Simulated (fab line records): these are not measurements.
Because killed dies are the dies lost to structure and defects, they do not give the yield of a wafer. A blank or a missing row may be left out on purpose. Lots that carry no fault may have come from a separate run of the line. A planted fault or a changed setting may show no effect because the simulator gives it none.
The same fault as seen by 2 desks | flow rit cmos | numbers are kept per desk, each desk with only its own; the story behind them comes last

== TOOL OWNER'S DESK, furnace-03 ==
The tool's own readings at RIT_FOX2_OXIDATION_00 (target thk 350.7 nm, ox time 1130 s): means of the sampled wafers that have a number, for each lot that ran on this tool. The brackets show how far a lot's mean lies from the usual mean; more than 4 standard deviations puts the lot out of limits, marked OUT.
Columns: A = ox temp c at RIT_FOX2_OXIDATION_00, usual 1100.1 C; B = ox temp c max at RIT_FOX2_OXIDATION_00, usual 1107.1
lot  | first seen here | A      | B
L860 | day 2 02:08     | 1100.3 | 1107.9
L864 | day 2 21:26     | 1099.7 | 1108.5
L866 | day 3 09:28     | 1099.6 | 1107.3
L867 | day 3 14:39     | 1100.2 | 1108.5
L868 | day 3 16:29     | 1100.0 | 1109.0
L878 | day 5 19:52     | 1100.3 | 1110.2
L881 | day 6 10:31     | 1099.9 | 1109.8
Result from this desk: across the 7 lots, nothing is out of limits.

== THE METROLOGY DESK ==
What the gauges read for every lot (on any tool): the sampled wafers with a number, averaged. The brackets show how far a lot's mean lies from the usual mean; more than 4 standard deviations puts the lot out of limits, marked OUT.
Columns: A = ACTIVE_OXIDE_THK at RIT_ACTIVE_THK_MEAS_02, usual 42.8 nm; B = GATE_OXIDE_THK at RIT_GATE_THK_MEAS_07, usual 3.02 nm
lot  | first seen here | A    | B
L860 | day 1 17:08     | 42.5 | 3.07
L863 | day 2 10:25     | 42.7 | 3.06
L864 | day 2 13:35     | 42.4 | 3.01
L865 | day 2 18:52     | 44.2 | 2.97
L866 | day 3 01:07     | 43.2 | 2.93
L867 | day 3 04:33     | 42.6 | 3.02
L868 | day 3 09:29     | 42.9 | 3.02
L869 | day 3 14:38     | 41.9 | 2.99
L872 | day 4 06:41     | 42.7 | -
L873 | day 4 10:03     | 41.3 | -
L878 | day 5 13:25     | 41.8 | 3.07
L879 | day 5 16:10     | 43.3 | 3.07
L881 | day 6 02:17     | 42.2 | 3.02
L882 | day 6 10:11     | 44.6 | 3.01
Result from this desk: across the 14 lots, nothing is out of limits.

== PUT TOGETHER ==
Nothing out of limits was seen by the tool owner's desk.
From the metrology desk's view, nothing was out of limits.

== WHAT WAS PUT IN BY THE SIMULATOR ==
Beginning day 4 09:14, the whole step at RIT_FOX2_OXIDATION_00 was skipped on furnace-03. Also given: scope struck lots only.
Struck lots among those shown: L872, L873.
